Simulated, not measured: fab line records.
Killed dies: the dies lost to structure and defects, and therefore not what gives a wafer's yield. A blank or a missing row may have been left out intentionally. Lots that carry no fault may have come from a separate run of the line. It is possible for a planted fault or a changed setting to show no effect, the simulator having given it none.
A single fault, viewed from 2 desks ; flow rit cmos ; each desk has only its own numbers; what lay behind them comes last

== METROLOGY DESK ==
Lot by lot, what the gauges showed, no matter which tool ran the lot: averages of those sampled wafers that carry a number. If a lot's mean is further than 4 standard deviations from the usual mean, the lot is out of limits and carries the mark OUT (the distance appears in the brackets).
Columns: A = cd nm at RIT_GATE_CD_MEAS_16, usual 149.6 nm
lot;first seen here;A
L244;day 2 21:47;153.5
L245;day 3 03:17;149.2
L246;day 3 03:34;146.8
L247;day 3 10:50;152.6
L248;day 3 11:00;152.1
L249;day 3 14:35;149.8
L251;day 4 03:18;149.9
L254;day 4 19:11;134.8 (-5.9) OUT
L255;day 5 07:08;149.1
L259;day 5 21:25;136.1 (-5.4) OUT
L262;day 6 11:43;151.0
L263;day 6 14:09;150.2
L266;day 7 07:04;146.3
L267;day 7 12:10;150.9
Finding of this desk: L254, L259 out of limits; the first was L254 at day 4 19:11, on cd nm at RIT_GATE_CD_MEAS_16. L244, L245, L246, L247, L248, L249, L251, L255, L262, L263, L266, L267: within limits.

== TOOL OWNER'S DESK, litho track-04 ==
The tool's own readings at RIT_GATE_DEVELOP_15 (develop time 50 s): means of the sampled wafers that have a number, for each lot that ran on this tool. If a lot's mean is further than 4 standard deviations from the usual mean, the lot is out of limits and carries the mark OUT (the distance appears in the brackets).
Columns: A = developer temp C at RIT_GATE_DEVELOP_15, usual 23.03 C
lot;first seen here;A
L244;day 2 21:00;22.85
L245;day 3 03:00;22.89
L249;day 3 14:00;23.15
L254;day 4 19:00;20.75 (-19) OUT
L259;day 5 21:00;20.75 (-19) OUT
Finding of this desk: L254, L259 out of limits; the first was L254 at day 4 19:00, on developer temp C at RIT_GATE_DEVELOP_15. L244, L245, L249: within limits.

== BROUGHT TOGETHER ==
At day 4 19:00, on L254, L259, the tool owner's desk was in a position to raise an alarm.
Metrology desk: alarm possible at day 4 19:11 on L254, L259.
The lots listed all ran RIT_GATE_DEVELOP_15 on litho track-04.

== WHAT THE SIMULATOR HAD INSERTED ==
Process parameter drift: litho track-04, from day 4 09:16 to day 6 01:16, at RIT_GATE_DEVELOP_15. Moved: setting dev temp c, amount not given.
Lots struck among those shown: L254, L259.
Hours from the fault's start to each desk's first reading out of limits: the tool owner's desk, 10; the metrology desk, 10.
